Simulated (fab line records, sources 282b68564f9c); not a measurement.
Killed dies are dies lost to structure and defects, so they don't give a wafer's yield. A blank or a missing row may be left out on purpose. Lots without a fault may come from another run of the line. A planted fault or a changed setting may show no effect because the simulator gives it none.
fab line records | flow rit_cmos
record lots=5 wafers=15 last_day=4
route steps=202 shown NLDD@103 PLDD@114 SPACER@125 NSD@131 PSD@142 SDANNEAL@153
lots that met no fault: from a run of the same line without faults
start_h: hours from the record's first day to the start of the lot's first wafer shown | wait_h: hours since the lot's step before | " the same as in the row above | L1.1+2: a row that stands for several wafers | - no value, or no start given | * or withheld: withheld | < > ~ a bound
route shown NAME@n: a module of which the file shows steps, and the number in the route of the first | usual: mean/standard deviation of fault-free wafers | same: alike in all rows | chamber/n: place in a boat | sites: the reading at each site | _std_site: their standard deviation | _edge_site: outer sites' mean less inner sites' | radius_mm: how far each site lies from the wafer's centre | mask NAME#n: copy n | behind: the tool/chamber that last shaped the wafer | hold: why the lot was held/for how many hours/how that ended | device: the transistor (n, p or np) that didn't switch | end of line: the same wafers' tests at the end of the route | a step without rows: its recipe alone | killed: dies lost to structure and defects at the first sort, not the wafer's yield | map: a wafer's dies, x killed, . not, _ none there
set.NAME: the setting as run; set.NAME@STEP: as run at that earlier step | model.NAME: the simulator's own value behind a step, which no gauge read
lots at some steps of the route; a table a step, a row a wafer
services: from which hour (start_h, from the record's first day; less than 0 if before it) a tool's chamber was out of use, for how many hours, and why
## steps
# step RIT_NLDD_HMDS_00
# recipe prime_time_s=60 prime_temp_c=140
# columns lot.wafer tool chamber start_h wait_h
L076.1+2+4 litho_track-02 0 49.66 0.1
L077.3+4+6 litho_track-02 0 55.02 0.1
L080.1+3+5 litho_track-01 0 70.51 0.1
L081.3+5+6 litho_track-03 0 77.04 0.1
L083.3+4+6 litho_track-01 0 85.46 0.1
# step RIT_NLDD_COAT_01
# recipe resist=NOVOLAK spin_rpm=3250 resist_thk_nm=1000
# columns lot.wafer tool chamber start_h wait_h
L076.1+2+4 litho_track-02 0 49.81 0.1
L077.3+4+6 litho_track-02 0 55.17 0.1
L080.1+3+5 litho_track-01 0 70.66 0.1
L081.3+5+6 litho_track-03 0 77.19 0.1
L083.3+4+6 litho_track-01 0 85.61 0.1
# step RIT_NLDD_SOFTBAKE_02
# recipe resist=NOVOLAK temp_c=90 time_s=60
# columns lot.wafer tool chamber start_h wait_h
L076.1+2+4 litho_track-02 0 49.96 0.1
L077.3+4+6 litho_track-02 0 55.32 0.1
L080.1+3+5 litho_track-01 0 70.81 0.1
L081.3+5+6 litho_track-03 0 77.34 0.1
L083.3+4+6 litho_track-01 0 85.76 0.1
# step RIT_NLDD_EXPOSE_03
# recipe mask_id=M7 na=0.57 target_cd_nm=40700 dose_mj=250
# columns lot.wafer tool chamber start_h wait_h mask
L076.1+2+4 iline_stepper-01 0 50.11 0.1 M7#0
L077.3+4+6 iline_stepper-02 0 55.58 0.2 M7#0
L080.1+3+5 iline_stepper-02 0 71.08 0.2 M7#0
L081.3+5+6 iline_stepper-02 0 77.47 0.1 M7#0
L083.3+4+6 iline_stepper-02 0 85.90 0.1 M7#0
# step RIT_NLDD_PEB_04
# recipe resist=NOVOLAK temp_c=withheld time_s=withheld
# columns lot.wafer tool chamber start_h wait_h
L076.1+2+4 litho_track-02 0 50.23 0.1
L077.3+4+6 litho_track-03 0 55.71 0.1
L080.1+3+5 litho_track-02 0 71.20 0.1
L081.3+5+6 litho_track-02 0 77.60 0.1
L083.3+4+6 litho_track-01 0 86.02 0.1
# step RIT_NLDD_DEVELOP_05
# recipe resist=NOVOLAK develop_time_s=50 dev_temp_c=23
# columns lot.wafer tool chamber start_h wait_h
L076.1+2+4 litho_track-02 0 - -
L077.3+4+6 litho_track-03 0 - -
L080.1+3+5 litho_track-02 0 - -
L081.3+5+6 litho_track-02 0 - -
L083.3+4+6 litho_track-01 0 - -
# step RIT_NLDD_OVL_MEAS_06
# usual NLDD_OVL=0.1/1.5
# columns lot.wafer tool chamber start_h wait_h NLDD_OVL[nm]
L076.1 overlay-02 - 50.51 - 4.0
L076.2 " - " " 2.1
L076.4 " - " " 2.1
L077.3 overlay-02 - 55.96 - -1.0
L077.4 " - " " 1.0
L077.6 " - " " 0.8
L080.1 overlay-01 - 71.48 - 1.3
L080.3 " - " " 1.2
L080.5 " - " " 1.1
L081.3 overlay-01 - 77.85 - -0.2
L081.5 " - " " -1.3
L081.6 " - " " -1.2
L083.3 overlay-02 - 86.27 - 1.3
L083.4 " - " " 0.8
L083.6 " - " " 1.9
# step RIT_NLDD_HARDBAKE_07
# recipe resist=NOVOLAK temp_c=140 time_s=60
# columns lot.wafer tool chamber start_h wait_h
L076.1+2+4 litho_track-02 0 50.55 0.0
L077.3+4+6 litho_track-03 0 56.03 0.1
L080.1+3+5 litho_track-01 0 71.52 0.0
L081.3+5+6 litho_track-02 0 77.92 0.1
L083.3+4+6 litho_track-01 0 86.34 0.1
# step RIT_NLDD_IMPLANT_08
# recipe species=P energy_kev=20 dose_cm2=5.052e+14 tilt_deg=7
# usual beam_energy_keV=20.001/0.0057
# columns lot.wafer tool chamber start_h wait_h beam_energy_keV
L076.1 implanter-02 0 50.70 0.1 19.999
L076.2 " 0 " " 20.001
L076.4 " 0 " " 19.997
L077.3 implanter-04 0 56.18 0.1 20.005
L077.4 " 0 " " 19.997
L077.6 " 0 " " 20.004
L080.1 implanter-04 0 71.67 0.1 20.012
L080.3 " 0 " " 19.989
L080.5 " 0 " " 19.996
L081.3 implanter-02 0 78.07 0.1 19.997
L081.5 " 0 " " 19.995
L081.6 " 0 " " 20.001
L083.3 implanter-02 0 86.49 0.1 20.001
L083.4 " 0 " " 19.992
L083.6 " 0 " " 20.006
# step RIT_NLDD_STRIP_09
# recipe chemistry=O2 time_s=180 resist=NOVOLAK platen_temp_c=withheld power_w=500 pressure_mtorr=4000 o2_flow_sccm=4000
# usual drypump_motor_current_A=5.5/0.53
# columns lot.wafer tool chamber start_h wait_h drypump_motor_current_A rf_hours_counter_h
L076.1 plasma_asher-02 0 50.85 0.1 5.2 41
L076.2 " 1 " " 6.2 41
L076.4 " 0 " " 5.2 -
L077.3 plasma_asher-02 1 56.34 0.1 6.2 -
L077.4 " 0 " " 5.2 -
L077.6 " 0 " " 5.2 -
L080.1 plasma_asher-02 1 71.82 0.1 6.2 44
L080.3 " 1 " " 6.2 -
L080.5 " 0 " " 5.2 -
L081.3 plasma_asher-01 0 78.23 0.1 4.8 -
L081.5 " 0 " " 4.8 -
L081.6 " 1 " " 5.8 -
L083.3 plasma_asher-01 1 86.65 0.1 5.8 -
L083.4 " 0 " " 4.8 -
L083.6 " 0 " " 4.8 -
# step RIT_NLDD_TW_MEAS_10
# usual NLDD_TW=2497/15
# columns lot.wafer tool chamber start_h wait_h NLDD_TW
L076.1 film_metro-01 - 51.02 0.1 2522
L076.2 " - " " 2511
L076.4 " - " " 2517
L077.3 film_metro-02 - 56.48 0.1 2497
L077.4 " - " " 2501
L077.6 " - " " 2499
L080.1 film_metro-03 - 71.99 0.1 2500
L080.3 " - " " 2501
L080.5 " - " " 2511
L081.3 film_metro-01 - 78.37 0.1 2518
L081.5 " - " " 2517
L081.6 " - " " 2517
L083.3 film_metro-01 - 86.79 0.1 2511
L083.4 " - " " 2521
L083.6 " - " " 2510
# step RIT_PLDD_HMDS_00
# recipe prime_time_s=60 prime_temp_c=140
# columns lot.wafer tool chamber start_h wait_h
L076.1+2+4 litho_track-04 0 51.08 0.1
L077.3+4+6 litho_track-01 0 56.58 0.1
L080.1+3+5 litho_track-04 0 72.05 0.1
L081.3+5+6 litho_track-04 0 78.46 0.1
L083.3+4+6 litho_track-02 0 86.98 0.2
# step RIT_PLDD_COAT_01
# recipe resist=NOVOLAK spin_rpm=3250 resist_thk_nm=1000
# columns lot.wafer tool chamber start_h wait_h
L076.1+2+4 litho_track-04 0 51.23 0.1
L077.3+4+6 litho_track-01 0 56.73 0.1
L080.1+3+5 litho_track-04 0 72.20 0.1
L081.3+5+6 litho_track-04 0 78.61 0.1
L083.3+4+6 litho_track-02 0 87.13 0.1
# step RIT_PLDD_SOFTBAKE_02
# recipe resist=NOVOLAK temp_c=90 time_s=60
# columns lot.wafer tool chamber start_h wait_h
L076.1+2+4 litho_track-04 0 51.38 0.1
L077.3+4+6 litho_track-01 0 56.88 0.1
L080.1+3+5 litho_track-04 0 72.35 0.1
L081.3+5+6 litho_track-04 0 78.76 0.1
L083.3+4+6 litho_track-02 0 87.28 0.1
# step RIT_PLDD_EXPOSE_03
# recipe mask_id=M8 na=0.57 target_cd_nm=40900 dose_mj=250
# columns lot.wafer tool chamber start_h wait_h mask
L076.1+2+4 iline_stepper-02 0 51.53 0.1 M8#0
L077.3+4+6 iline_stepper-02 0 57.02 0.1 M8#0
L080.1+3+5 iline_stepper-01 0 72.50 0.1 M8#0
L081.3+5+6 iline_stepper-02 0 79.02 0.2 M8#0
L083.3+4+6 iline_stepper-01 0 87.41 0.1 M8#0
# step RIT_PLDD_PEB_04
# recipe resist=NOVOLAK temp_c=withheld time_s=withheld
# columns lot.wafer tool chamber start_h wait_h
L076.1+2+4 litho_track-04 0 51.68 0.1
L077.3+4+6 litho_track-02 0 57.28 0.2
L080.1+3+5 litho_track-04 0 72.62 0.1
L081.3+5+6 litho_track-02 0 79.15 0.1
L083.3+4+6 litho_track-02 0 87.54 0.1
# step RIT_PLDD_DEVELOP_05
# recipe resist=NOVOLAK develop_time_s=50 dev_temp_c=23
# columns lot.wafer tool chamber start_h wait_h
L076.1+2+4 litho_track-04 0 - -
L077.3+4+6 litho_track-02 0 - -
L080.1+3+5 litho_track-04 0 - -
L081.3+5+6 litho_track-02 0 - -
L083.3+4+6 litho_track-02 0 - -
# step RIT_PLDD_OVL_MEAS_06
# usual PLDD_OVL=-1.3/1.5
# columns lot.wafer tool chamber start_h wait_h PLDD_OVL[nm]
L076.1 overlay-01 - 51.97 - -1.7
L076.2 " - " " -1.0
L076.4 " - " " -2.6
L077.3 overlay-02 - 57.52 - -0.6
L077.4 " - " " -0.1
L077.6 " - " " -1.2
L080.1 overlay-01 - 72.90 - 0.1
L080.3 " - " " 0.3
L080.5 " - " " 0.0
L081.3 overlay-01 - 79.39 - -0.3
L081.5 " - " " -3.0
L081.6 " - " " -0.7
L083.3 overlay-01 - 87.79 - 1.5
L083.4 " - " " 1.0
L083.6 " - " " -0.5
# step RIT_PLDD_HARDBAKE_07
# recipe resist=NOVOLAK temp_c=140 time_s=60
# columns lot.wafer tool chamber start_h wait_h
L076.1+2+4 litho_track-01 0 52.00 0.0
L077.3+4+6 litho_track-04 0 57.69 0.2
L080.1+3+5 litho_track-01 0 72.94 0.0
L081.3+5+6 litho_track-01 0 79.47 0.1
L083.3+4+6 litho_track-02 0 87.86 0.1
# step RIT_PLDD_IMPLANT_08
# recipe species=BF2 energy_kev=20 dose_cm2=9e+14 tilt_deg=7
# usual beam_energy_keV=20.001/0.0059
# columns lot.wafer tool chamber start_h wait_h beam_energy_keV
L076.1 implanter-02 0 52.15 0.1 19.994
L076.2 " 0 " " 20.000
L076.4 " 0 " " 20.001
L077.3 implanter-04 0 57.84 0.1 19.996
L077.4 " 0 " " 19.997
L077.6 " 0 " " 20.004
L080.1 implanter-02 0 73.09 0.1 20.011
L080.3 " 0 " " 20.005
L080.5 " 0 " " 20.003
L081.3 implanter-04 0 79.62 0.1 20.004
L081.5 " 0 " " 20.013
L081.6 " 0 " " 20.014
L083.3 implanter-03 0 88.01 0.1 20.001
L083.4 " 0 " " 20.011
L083.6 " 0 " " 20.009
# step RIT_PLDD_STRIP_09
# recipe chemistry=O2 time_s=180 resist=NOVOLAK platen_temp_c=withheld power_w=500 pressure_mtorr=4000 o2_flow_sccm=4000
# usual drypump_motor_current_A=5.5/0.48
# columns lot.wafer tool chamber start_h wait_h drypump_motor_current_A rf_hours_counter_h
L076.1 plasma_asher-04 0 52.30 0.1 6.1 27
L076.2 " 1 " " 5.4 27
L076.4 " 0 " " 6.1 -
L077.3 plasma_asher-04 0 58.00 0.1 6.1 -
L077.4 " 1 " " 5.4 -
L077.6 " 0 " " 6.0 -
L080.1 plasma_asher-04 0 73.24 0.1 6.0 29
L080.3 " 1 " " 5.4 -
L080.5 " 0 " " 6.0 -
L081.3 plasma_asher-04 0 79.78 0.1 6.0 -
L081.5 " 0 " " 6.1 -
L081.6 " 1 " " 5.4 -
L083.3 plasma_asher-01 0 88.17 0.1 4.8 -
L083.4 " 1 " " 5.8 -
L083.6 " 1 " " 5.7 -
# step RIT_PLDD_TW_MEAS_10
# usual PLDD_TW=2348/15
# columns lot.wafer tool chamber start_h wait_h PLDD_TW
L076.1 film_metro-02 - 52.48 0.1 2341
L076.2 " - " " 2351
L076.4 " - " " 2337
L077.3 film_metro-03 - 58.13 0.1 2355
L077.4 " - " " 2362
L077.6 " - " " 2356
L080.1 film_metro-03 - 73.41 0.1 2347
L080.3 " - " " 2358
L080.5 " - " " 2349
L081.3 film_metro-03 - 79.91 0.1 2347
L081.5 " - " " 2357
L081.6 " - " " 2352
L083.3 film_metro-02 - 88.31 0.1 2341
L083.4 " - " " 2349
L083.6 " - " " 2349
# step RIT_SPACER_CLEAN_00
# recipe chemistry=SC1 mix=3:3:50 time_s=600 temp_c=75
# columns lot.wafer tool chamber start_h wait_h
L076.1+2+4 wet_bench-02 3 52.54 0.1
L077.3+4+6 wet_bench-02 1 58.17 0.0
L080.1+3+5 wet_bench-04 2 73.47 0.1
L081.3+5+6 wet_bench-02 3 79.95 0.0
L083.3+4+6 wet_bench-03 3 88.35 0.0
# step RIT_SPACER_CLEAN_01
# recipe chemistry=dHF dilution=50:1 time_s=28.92
# columns lot.wafer tool chamber start_h wait_h
L076.1+2+4 wet_bench-04 3 52.71 0.0
L077.3+4+6 wet_bench-04 2 58.36 0.0
L080.1+3+5 wet_bench-02 1 73.65 0.0
L081.3+5+6 wet_bench-03 3 80.13 0.0
L083.3+4+6 wet_bench-02 2 88.52 0.0
# step RIT_SPACER_CLEAN_02
# recipe chemistry=SC2 mix=3:3:50 time_s=600 temp_c=75 dry=n2_spin
# columns lot.wafer tool chamber start_h wait_h
L076.1+2+4 wet_bench-03 2 52.73 0.0
L077.3+4+6 wet_bench-02 2 58.38 0.0
L080.1+3+5 wet_bench-03 0 73.67 0.0
L081.3+5+6 wet_bench-02 0 80.14 0.0
L083.3+4+6 wet_bench-03 1 88.54 0.0
# step RIT_SPACER_CVD_03
# recipe material=Si3N4 target_thk_nm=250 temp_c=810 precursor=SiH2Cl2/NH3 time_s=3300 pressure_mtorr=300 sih2cl2_flow_sccm=60 nh3_flow_sccm=150
# usual pressure_mtorr=300.1/0.6 zone_power_centre_pct=35.9/2.7
# columns lot.wafer tool chamber start_h wait_h pressure_mtorr zone_power_centre_pct
L076.1 lpcvd-01 0 52.92 0.0 299.5 34.9
L076.2 " 0 " " 300.4 34.9
L076.4 " 0 " " 299.7 34.8
L077.3 lpcvd-02 0 58.57 0.0 299.6 33.9
L077.4 " 0 " " 300.0 33.7
L077.6 " 0 " " 299.8 33.5
L080.1 lpcvd-02 1 74.11 0.3 299.6 33.3
L080.3 " 1 " " 299.9 34.0
L080.5 " 1 " " 300.3 33.2
L081.3 lpcvd-01 1 80.32 0.0 300.1 39.7
L081.5 " 1 " " 300.9 39.6
L081.6 " 1 " " 299.5 40.1
L083.3 lpcvd-02 1 88.71 0.0 299.9 33.9
L083.4 " 1 " " 300.1 33.3
L083.6 " 1 " " 299.9 33.0
# step RIT_SPACER_THK_MEAS_04
# recipe reads=Si3N4_of_SPACER_CVD_03
# usual SPACER_NITRIDE_THK=249.2/2.6
# columns lot.wafer tool chamber start_h wait_h SPACER_NITRIDE_THK[nm]
L076.1 film_metro-02 - 54.84 0.0 249.8
L076.2 " - " " 250.5
L076.4 " - " " 248.9
L077.3 film_metro-01 - 60.51 0.0 245.1
L077.4 " - " " 243.2
L077.6 " - " " 242.7
L080.1 film_metro-01 - 76.02 0.0 247.5
L080.3 " - " " 248.9
L080.5 " - " " 248.1
L081.3 film_metro-02 - 82.26 0.0 249.7
L081.5 " - " " 247.6
L081.6 " - " " 249.9
L083.3 film_metro-04 - 90.65 0.0 245.8
L083.4 " - " " 246.3
L083.6 " - " " 247.8
# step RIT_SPACER_ETCHBACK_05
# recipe target_depth_a=2500 SF6_flow_sccm=30 CHF3_flow_sccm=30 target=Si3N4 chemistry=SF6/CHF3 pressure_mtorr=40 rf_w=250 time_s=240 stop_on=SiO2
# usual SF6_flow_sccm=30.00/0.093 drypump_motor_current_A=5.7/0.32 oes_product_au=0.839/0.012 throttle_valve_pct=10.27/0.12
# columns lot.wafer tool chamber start_h wait_h SF6_flow_sccm drypump_motor_current_A oes_product_au rf_hours_counter_h throttle_valve_pct
L076.1 rie_diel-02 0 54.90 0.1 29.91 5.6 0.835 132 10.22
L076.2 " 2 " " 30.06 5.4 0.845 2 10.32
L076.4 " 0 " " 30.04 5.6 0.848 - 10.22
L077.3 rie_diel-02 3 60.55 0.0 29.95 5.6 0.827 3 10.30
L077.4 " 2 " " 29.89 5.4 0.833 - 10.30
L077.6 " 3 " " 30.11 5.5 0.825 - 10.29
L080.1 rie_diel-02 3 76.08 0.1 30.02 5.5 0.833 3 10.30
L080.3 " 1 " " 29.93 6.1 0.825 5 10.16
L080.5 " 2 " " 30.03 5.4 0.842 - 10.30
L081.3 rie_diel-02 3 82.30 0.0 30.08 5.5 0.836 3 10.30
L081.5 " 2 " " 30.26 5.3 0.846 - 10.33
L081.6 " 1 " " 30.06 6.1 0.839 - 10.18
L083.3 rie_diel-02 3 90.69 0.0 30.08 5.6 0.835 3 10.29
L083.4 " 2 " " 29.96 5.3 0.844 3 10.32
L083.6 " 2 " " 29.92 5.4 0.847 - 10.32
# step RIT_NSD_HMDS_00
# recipe prime_time_s=60 prime_temp_c=140
# columns lot.wafer tool chamber start_h wait_h
L076.1+2+4 litho_track-03 0 55.05 0.1
L077.3+4+6 litho_track-02 0 60.90 0.3
L080.1+3+5 litho_track-03 0 76.23 0.1
L081.3+5+6 litho_track-03 0 82.50 0.1
L083.3+4+6 litho_track-03 0 90.89 0.1
# step RIT_NSD_COAT_01
# recipe resist=NOVOLAK spin_rpm=3250 resist_thk_nm=1000
# columns lot.wafer tool chamber start_h wait_h
L076.1+2+4 litho_track-03 0 55.20 0.1
L077.3+4+6 litho_track-02 0 61.05 0.1
L080.1+3+5 litho_track-03 0 76.38 0.1
L081.3+5+6 litho_track-03 0 82.65 0.1
L083.3+4+6 litho_track-03 0 91.04 0.1
# step RIT_NSD_SOFTBAKE_02
# recipe resist=NOVOLAK temp_c=90 time_s=60
# columns lot.wafer tool chamber start_h wait_h
L076.1+2+4 litho_track-03 0 55.35 0.1
L077.3+4+6 litho_track-02 0 61.20 0.1
L080.1+3+5 litho_track-03 0 76.53 0.1
L081.3+5+6 litho_track-03 0 82.80 0.1
L083.3+4+6 litho_track-03 0 91.19 0.1
# step RIT_NSD_EXPOSE_03
# recipe mask_id=M9 na=0.57 target_cd_nm=40700 dose_mj=250
# columns lot.wafer tool chamber start_h wait_h mask
L076.1+2+4 iline_stepper-02 0 55.66 0.3 M9#0
L077.3+4+6 iline_stepper-02 0 61.34 0.1 M9#0
L080.1+3+5 iline_stepper-01 0 76.81 0.2 M9#0
L081.3+5+6 iline_stepper-02 0 83.06 0.2 M9#0
L083.3+4+6 iline_stepper-01 0 91.33 0.1 M9#0
# step RIT_NSD_PEB_04
# recipe resist=NOVOLAK temp_c=withheld time_s=withheld
# columns lot.wafer tool chamber start_h wait_h
L076.1+2+4 litho_track-02 0 55.90 0.2
L077.3+4+6 litho_track-02 0 61.47 0.1
L080.1+3+5 litho_track-02 0 76.93 0.1
L081.3+5+6 litho_track-04 0 83.19 0.1
L083.3+4+6 litho_track-04 0 91.46 0.1
# step RIT_NSD_DEVELOP_05
# recipe resist=NOVOLAK develop_time_s=50 dev_temp_c=23
# columns lot.wafer tool chamber start_h wait_h
L076.1+2+4 litho_track-02 0 - -
L077.3+4+6 litho_track-02 0 - -
L080.1+3+5 litho_track-02 0 - -
L081.3+5+6 litho_track-04 0 - -
L083.3+4+6 litho_track-04 0 - -
# step RIT_NSD_OVL_MEAS_06
# usual NSD_OVL=0.5/1.5
# columns lot.wafer tool chamber start_h wait_h NSD_OVL[nm]
L076.1 overlay-01 - 56.18 - 1.9
L076.2 " - " " -1.0
L076.4 " - " " 1.5
L077.3 overlay-02 - 61.71 - 0.4
L077.4 " - " " -0.4
L077.6 " - " " -0.6
L080.1 overlay-02 - 77.21 - -2.2
L080.3 " - " " -1.2
L080.5 " - " " -1.0
L081.3 overlay-01 - 83.43 - 0.1
L081.5 " - " " -2.0
L081.6 " - " " -2.2
L083.3 overlay-01 - 91.70 - -1.0
L083.4 " - " " 0.4
L083.6 " - " " 0.0
# step RIT_NSD_HARDBAKE_07
# recipe resist=NOVOLAK temp_c=139.2 time_s=60
# columns lot.wafer tool chamber start_h wait_h
L076.1+2+4 litho_track-03 0 56.22 0.0
L077.3+4+6 litho_track-02 0 61.79 0.1
L080.1+3+5 litho_track-04 0 77.24 0.0
L081.3+5+6 litho_track-02 0 83.51 0.1
L083.3+4+6 litho_track-04 0 91.78 0.1
# step RIT_NSD_IMPLANT_08
# recipe species=P energy_kev=25 dose_cm2=1e+15 tilt_deg=7
# usual beam_energy_keV=25.000/0.0089
# columns lot.wafer tool chamber start_h wait_h beam_energy_keV
L076.1 implanter-03 0 56.37 0.1 25.000
L076.2 " 0 " " 24.998
L076.4 " 0 " " 25.002
L077.3 implanter-04 0 61.94 0.1 25.002
L077.4 " 0 " " 25.005
L077.6 " 0 " " 25.004
L080.1 implanter-04 0 77.39 0.1 25.008
L080.3 " 0 " " 24.982
L080.5 " 0 " " 25.007
L081.3 implanter-01 0 83.66 0.1 25.015
L081.5 " 0 " " 25.006
L081.6 " 0 " " 25.012
L083.3 implanter-01 0 91.93 0.1 24.998
L083.4 " 0 " " 25.010
L083.6 " 0 " " 24.997
# step RIT_NSD_STRIP_09
# recipe chemistry=O2 time_s=180 resist=NOVOLAK platen_temp_c=withheld power_w=500 pressure_mtorr=4000 o2_flow_sccm=4000
# usual drypump_motor_current_A=5.6/0.47
# columns lot.wafer tool chamber start_h wait_h drypump_motor_current_A rf_hours_counter_h
L076.1 plasma_asher-04 1 56.52 0.1 5.4 27
L076.2 " 0 " " 6.1 27
L076.4 " 1 " " 5.4 -
L077.3 plasma_asher-02 0 62.09 0.1 5.2 -
L077.4 " 1 " " 6.2 -
L077.6 " 0 " " 5.2 -
L080.1 plasma_asher-02 0 77.54 0.1 5.2 44
L080.3 " 0 " " 5.2 -
L080.5 " 1 " " 6.2 -
L081.3 plasma_asher-01 1 83.82 0.1 5.8 -
L081.5 " 0 " " 4.8 -
L081.6 " 1 " " 5.8 -
L083.3 plasma_asher-04 0 92.08 0.1 6.0 -
L083.4 " 1 " " 5.4 -
L083.6 " 0 " " 6.1 -
# step RIT_NSD_TW_MEAS_10
# usual NSD_TW=3117/22
# columns lot.wafer tool chamber start_h wait_h NSD_TW
L076.1 film_metro-01 - 56.69 0.1 3139
L076.2 " - " " 3153
L076.4 " - " " 3137
L077.3 film_metro-03 - 62.23 0.1 3148
L077.4 " - " " 3117
L077.6 " - " " 3137
L080.1 film_metro-02 - 77.72 0.1 3116
L080.3 " - " " 3108
L080.5 " - " " 3126
L081.3 film_metro-01 - 83.95 0.1 3126
L081.5 " - " " 3154
L081.6 " - " " 3128
L083.3 film_metro-02 - 92.22 0.1 3117
L083.4 " - " " 3124
L083.6 " - " " 3099
# step RIT_PSD_HMDS_00
# recipe prime_time_s=60 prime_temp_c=140
# columns lot.wafer tool chamber start_h wait_h
L076.1+2+4 litho_track-03 0 56.77 0.1
L077.3+4+6 litho_track-01 0 62.32 0.1
L080.1+3+5 litho_track-04 0 77.78 0.1
L081.3+5+6 litho_track-03 0 84.04 0.1
L083.3+4+6 litho_track-01 0 92.31 0.1
# step RIT_PSD_COAT_01
# recipe resist=NOVOLAK spin_rpm=3250 resist_thk_nm=1000
# columns lot.wafer tool chamber start_h wait_h
L076.1+2+4 litho_track-03 0 56.92 0.1
L077.3+4+6 litho_track-01 0 62.47 0.1
L080.1+3+5 litho_track-04 0 77.93 0.1
L081.3+5+6 litho_track-03 0 84.19 0.1
L083.3+4+6 litho_track-01 0 92.46 0.1
# step RIT_PSD_SOFTBAKE_02
# recipe resist=NOVOLAK temp_c=90 time_s=60
# columns lot.wafer tool chamber start_h wait_h
L076.1+2+4 litho_track-03 0 57.07 0.1
L077.3+4+6 litho_track-01 0 62.62 0.1
L080.1+3+5 litho_track-04 0 78.08 0.1
L081.3+5+6 litho_track-03 0 84.34 0.1
L083.3+4+6 litho_track-01 0 92.61 0.1
# step RIT_PSD_EXPOSE_03
# recipe mask_id=M10 na=0.57 target_cd_nm=40900 dose_mj=250
# columns lot.wafer tool chamber start_h wait_h mask
L076.1+2+4 iline_stepper-01 0 57.22 0.1 M10#0
L077.3+4+6 iline_stepper-01 0 62.76 0.1 M10#0
L080.1+3+5 iline_stepper-01 0 78.23 0.1 M10#0
L081.3+5+6 iline_stepper-01 0 84.48 0.1 M10#0
L083.3+4+6 iline_stepper-02 0 92.75 0.1 M10#0
# step RIT_PSD_PEB_04
# recipe resist=NOVOLAK temp_c=withheld time_s=withheld
# columns lot.wafer tool chamber start_h wait_h
L076.1+2+4 litho_track-03 0 57.33 0.1
L077.3+4+6 litho_track-03 0 62.89 0.1
L080.1+3+5 litho_track-03 0 78.35 0.1
L081.3+5+6 litho_track-01 0 84.61 0.1
L083.3+4+6 litho_track-04 0 92.88 0.1
# step RIT_PSD_DEVELOP_05
# recipe resist=NOVOLAK develop_time_s=50 dev_temp_c=23
# columns lot.wafer tool chamber start_h wait_h
L076.1+2+4 litho_track-03 0 - -
L077.3+4+6 litho_track-03 0 - -
L080.1+3+5 litho_track-03 0 - -
L081.3+5+6 litho_track-01 0 - -
L083.3+4+6 litho_track-04 0 - -
# step RIT_PSD_OVL_MEAS_06
# usual PSD_OVL=-0.3/1.3
# columns lot.wafer tool chamber start_h wait_h PSD_OVL[nm]
L076.1 overlay-01 - 57.62 - 0.6
L076.2 " - " " -0.2
L076.4 " - " " -1.0
L077.3 overlay-01 - 63.13 - -1.0
L077.4 " - " " 0.6
L077.6 " - " " -0.3
L080.1 overlay-01 - 78.63 - -1.7
L080.3 " - " " 0.0
L080.5 " - " " -1.5
L081.3 overlay-01 - 84.85 - -0.7
L081.5 " - " " -0.8
L081.6 " - " " 0.9
L083.3 overlay-01 - 93.12 - 2.1
L083.4 " - " " 0.1
L083.6 " - " " 1.4
# step RIT_PSD_HARDBAKE_07
# recipe resist=NOVOLAK temp_c=140 time_s=60
# columns lot.wafer tool chamber start_h wait_h
L076.1+2+4 litho_track-03 0 57.65 0.0
L077.3+4+6 litho_track-04 0 63.21 0.1
L080.1+3+5 litho_track-01 0 78.68 0.0
L081.3+5+6 litho_track-03 0 84.93 0.1
L083.3+4+6 litho_track-03 0 93.20 0.1
# step RIT_PSD_IMPLANT_08
# recipe species=BF2 energy_kev=27 dose_cm2=5e+15 tilt_deg=7
# usual beam_energy_keV=27.000/0.0079
# columns lot.wafer tool chamber start_h wait_h beam_energy_keV
L076.1 implanter-03 0 57.80 0.1 27.001
L076.2 " 0 " " 26.999
L076.4 " 0 " " 27.001
L077.3 implanter-01 0 63.36 0.1 27.014
L077.4 " 0 " " 27.002
L077.6 " 0 " " 26.986
L080.1 implanter-01 0 78.83 0.1 27.001
L080.3 " 0 " " 27.018
L080.5 " 0 " " 27.011
L081.3 implanter-03 0 85.08 0.1 27.016
L081.5 " 0 " " 27.017
L081.6 " 0 " " 27.014
L083.3 implanter-01 0 93.35 0.1 27.006
L083.4 " 0 " " 26.996
L083.6 " 0 " " 27.001
# step RIT_PSD_STRIP_09
# recipe chemistry=O2 time_s=180 resist=NOVOLAK platen_temp_c=withheld power_w=500 pressure_mtorr=4000 o2_flow_sccm=4000
# usual drypump_motor_current_A=5.6/0.47
# columns lot.wafer tool chamber start_h wait_h drypump_motor_current_A rf_hours_counter_h
L076.1 plasma_asher-03 0 57.95 0.1 5.0 39
L076.2 " 1 " " 6.1 39
L076.4 " 0 " " 5.0 -
L077.3 plasma_asher-04 0 63.52 0.1 6.0 -
L077.4 " 1 " " 5.4 -
L077.6 " 1 " " 5.4 -
L080.1 plasma_asher-04 0 78.98 0.1 6.1 30
L080.3 " 0 " " 6.1 -
L080.5 " 0 " " 6.1 -
L081.3 plasma_asher-04 0 85.24 0.1 6.0 -
L081.5 " 1 " " 5.4 -
L081.6 " 0 " " 6.0 -
L083.3 plasma_asher-04 1 93.50 0.1 5.4 -
L083.4 " 0 " " 6.1 -
L083.6 " 1 " " 5.4 -
# step RIT_PSD_TW_MEAS_10
# usual PSD_TW=3427/23
# columns lot.wafer tool chamber start_h wait_h PSD_TW
L076.1 film_metro-02 - 58.13 0.1 3429
L076.2 " - " " 3425
L076.4 " - " " 3431
L077.3 film_metro-01 - 63.65 0.1 3463
L077.4 " - " " 3463
L077.6 " - " " 3449
L080.1 film_metro-03 - 79.15 0.1 3427
L080.3 " - " " 3439
L080.5 " - " " 3441
L081.3 film_metro-01 - 85.37 0.1 3422
L081.5 " - " " 3445
L081.6 " - " " 3438
L083.3 film_metro-02 - 93.64 0.1 3417
L083.4 " - " " 3419
L083.6 " - " " 3407
# step RIT_SDANNEAL_CLEAN_00
# recipe chemistry=SC1 mix=3:3:50 time_s=600 temp_c=75
# columns lot.wafer tool chamber start_h wait_h
L076.1+2+4 wet_bench-01 0 58.19 0.1
L077.3+4+6 wet_bench-01 1 63.69 0.0
L080.1+3+5 wet_bench-01 0 79.21 0.1
L081.3+5+6 wet_bench-01 3 85.41 0.0
L083.3+4+6 wet_bench-04 1 93.68 0.0
## services
# columns tool chamber start_h hours kind
plasma_asher-03 - 32.97 16.7 repair
wet_bench-02 - 35.34 3.2 repair
iline_stepper-02 - 38.81 1.7 pm
rie_diel-02 1 46.16 14.7 repair
plasma_asher-04 - 46.32 3.4 repair
plasma_asher-03 - 62.75 3.1 repair
plasma_asher-03 - 66.82 15.6 pm
iline_stepper-01 - 70.38 1.7 pm
rie_diel-02 0 73.09 12.9 repair
implanter-04 - 84.54 5.5 pm
wet_bench-02 - 90.71 2.7 repair
## key
fault none
